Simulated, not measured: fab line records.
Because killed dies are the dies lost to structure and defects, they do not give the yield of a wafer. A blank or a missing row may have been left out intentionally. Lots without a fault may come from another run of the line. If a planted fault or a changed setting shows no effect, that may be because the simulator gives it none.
A single fault, viewed from 2 desks :: flow berkeleyCmos170 :: only its own numbers are on each desk; what lay behind them is given at the end

DESK OF THE TOOL OWNER: rieDiel-01
The tool's own readings at UCB170_SPACER_ETCHBACK_03 (etches SiO2 in CHF3/CF4/Ar, stops on Si, target depth 376 nm, time 100 s): means of the sampled wafers that have a number, for each lot that ran on this tool. Any lot whose mean is over 4 standard deviations away from the usual mean is out of limits and marked OUT; that distance is given in the brackets.
Columns: A = drypumpMotorCurrentA at UCB170_SPACER_ETCHBACK_03, usual 5.5 A; B = oesProductAu at UCB170_SPACER_ETCHBACK_03, usual 0.901 a.u.; C = throttleValvePct at UCB170_SPACER_ETCHBACK_03, usual 6.51 %
lot: L119
first seen here: day 7 23:27
A: 5.2
B: 0.905
C: 6.54

lot: L131
first seen here: day 10 06:13
A: 5.0
B: 0.891
C: 6.43

lot: L133
first seen here: day 10 22:16
A: 5.1
B: 0.896
C: 6.44
This desk found nothing out of limits on any of the 3 lots.

THE METROLOGY DESK
What the gauges read for every lot (on any tool): the sampled wafers with a number, averaged. Any lot whose mean is over 4 standard deviations away from the usual mean is out of limits and marked OUT; that distance is given in the brackets. Of its 10 readings 7 are shown: those that lie furthest out on some lot.
Columns: A = cdNm at UCB170_NLDD_CD_MEAS_06, usual 1200.3 nm; B = NLDD_OVL at UCB170_NLDD_OVL_MEAS_07, usual 0 nm; C = NLDD_TW at UCB170_NLDD_TW_MEAS_11, usual 2248; D = cdNm at UCB170_PSD_CD_MEAS_06, usual 1199.7 nm; E = PSD_OVL at UCB170_PSD_OVL_MEAS_07, usual -1 nm; F = PSD_TW at UCB170_PSD_TW_MEAS_10, usual 2376; G = NSD_OVL at UCB170_NSD_OVL_MEAS_07, usual 0 nm
lot: L119
first seen here: day 7 16:06
A: 1201.2
B: -4
C: 2254
D: 1198.6
E: 0
F: 2378
G: -5

lot: L122
first seen here: day 8 07:48
A: 1202.1
B: 7
C: 2267
D: 1198.3
E: 2
F: 2389
G: -8

lot: L125
first seen here: day 9 09:18
A: 1202.0
B: 3
C: 2214
D: 1201.5
E: -1
F: 2394
G: 3

lot: L131
first seen here: day 9 23:43
A: 1200.6
B: -3
C: 2206
D: 1201.7
E: 7
F: 2324
G: -5

lot: L133
first seen here: day 10 14:22
A: 1200.9
B: 1
C: 2268
D: 1201.6
E: 2
F: 2395
G: 1

lot: L138
first seen here: day 11 18:38
A: 1199.9
B: 1
C: 2277
D: 1199.9
E: -2
F: 2368
G: 0
This desk found nothing out of limits on any of the 6 lots.

PUT TOGETHER
The tool owner's desk saw nothing out of limits.
Metrology desk: nothing out of limits seen.

WHAT THE SIMULATOR HAD INSERTED
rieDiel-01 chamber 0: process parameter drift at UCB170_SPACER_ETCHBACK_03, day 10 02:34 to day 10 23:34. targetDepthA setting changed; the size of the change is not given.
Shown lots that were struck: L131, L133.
